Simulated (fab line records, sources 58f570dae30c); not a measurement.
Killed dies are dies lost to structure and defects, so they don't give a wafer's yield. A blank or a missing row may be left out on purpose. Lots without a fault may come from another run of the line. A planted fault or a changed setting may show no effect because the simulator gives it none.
A struck lot beside a sound one | flow berkeley_cmos170 | 16 steps out of a route of 331
Sound: wafers L379.2, L379.3, L379.6. Struck: wafers L369.1, L369.2, L369.6. The cause comes at the end.
At each step with rows: each side's tool, then ch and its chambers, then its first start. Under that, the readings that differ: sound wafers | struck wafers | difference of the means | sigmas: that difference in standard deviations of wafers without a fault.
alike: readings whose means differ by less than 2 such deviations, and words and numbers that are the same on both sides. not compared: withheld readings, readings that some wafer has no value for, bounds like >300 that may hide the same value, and numbers for which the record gives no deviation and whose values overlap.
The two part at a step that has a row with sigmas, a row that says differs or no value, or rows on one side only. Numbers that don't overlap but have no deviation are shown without sigmas and don't part them. A reading that every wafer of one side lacks parts them only if that side has two wafers or more.

UCB170_V1_CMP_02: polishes SiO2.
  sound on cmp-02 ch 2,3, day 13 08:56; struck on cmp-01 ch 2,3, day 11 03:03
  alike: motor_current_A
UCB170_V1_BOW_MEAS_03:
  sound on film_metro-02, day 13 09:16; struck on film_metro-01, day 11 03:21
  alike: V1_BOW
UCB170_V1_THK_MEAS_04:
  sound on film_metro-02, day 13 09:23; struck on film_metro-01, day 11 03:28
  alike: V1_POLISHED_THK
then, 7 steps without rows for these wafers: UCB170_V1_CLEAN_05 (cleans in DIW); UCB170_V1_HMDS_06 (prime time 60 s); UCB170_V1_COAT_07 (resist thk 900 nm); UCB170_V1_SOFTBAKE_08 (time 60 s); UCB170_V1_EXPOSE_09 (exposes mask VIA1, target cd 700 nm); UCB170_V1_PEB_10; UCB170_V1_DEVELOP_11 (develop time 45 s).
UCB170_V1_CD_MEAS_12: target cd 700 nm.
  sound on cd_sem-01, day 13 10:49; struck on cd_sem-02, day 11 04:41
  alike: cd_nm
UCB170_V1_OVL_MEAS_13:
  sound on overlay-02, day 13 10:55; struck on overlay-02, day 11 04:49
  alike: V1_OVL
UCB170_V1_ETCH_14: etches SiO2 in CHF3/CF4/Ar, stops on Al, target depth 1250 nm, time 291 s.
  sound on rie_diel-03 ch 1,3, day 13 10:57; struck on rie_diel-01 ch 0,2, day 11 04:51
  no value came back on the struck wafers for any of 5 readings (CHF3_flow_sccm (sccm), cf4_flow_sccm (sccm) and others); on the sound wafers CHF3_flow_sccm (sccm) reads 44.94 44.97 44.94
  reading                             | sound             | struck            | difference | sigmas
  model.KrF_of_V1_COAT_07.thk_nm (nm) | 616.7 622.9 619.4 | 885.9 885.8 885.8 | +266.2     |
  not compared: rf_hours_counter_h
UCB170_V1_STRIP_15: strips in O2.
  sound on plasma_asher-03 ch 0,1, day 13 11:08; struck on plasma_asher-03 ch 0,1, day 11 05:01
  reading                      | sound             | struck            | difference | sigmas
  oes_product_au (a.u.)        | 0.724 0.723 0.715 | 0.732 0.730 0.736 | +0.012     | +3
  strip_time_to_endpoint_s (s) | 15.45 15.63 15.54 | 21.64 21.63 21.63 | +6.09      | +55
  alike: drypump_motor_current_A
  not compared: rf_hours_counter_h
UCB170_V1_CD_MEAS_90: target cd 700 nm.
  sound on cd_sem-01, day 13 11:15; struck on cd_sem-01, day 11 05:07
  reading    | sound             | struck | difference                    | sigmas
  cd_nm (nm) | 696.1 696.9 695.5 | - - -  | no value on the struck wafers |
UCB170_M3_PROBE_99:
  the record has rows for the struck wafers here (prober-02, day 11 18:32) and none for the sound ones

WHERE THEY PART
First at UCB170_V1_ETCH_14; last, within this record, at UCB170_M3_PROBE_99.

WHY: what the simulator had put in
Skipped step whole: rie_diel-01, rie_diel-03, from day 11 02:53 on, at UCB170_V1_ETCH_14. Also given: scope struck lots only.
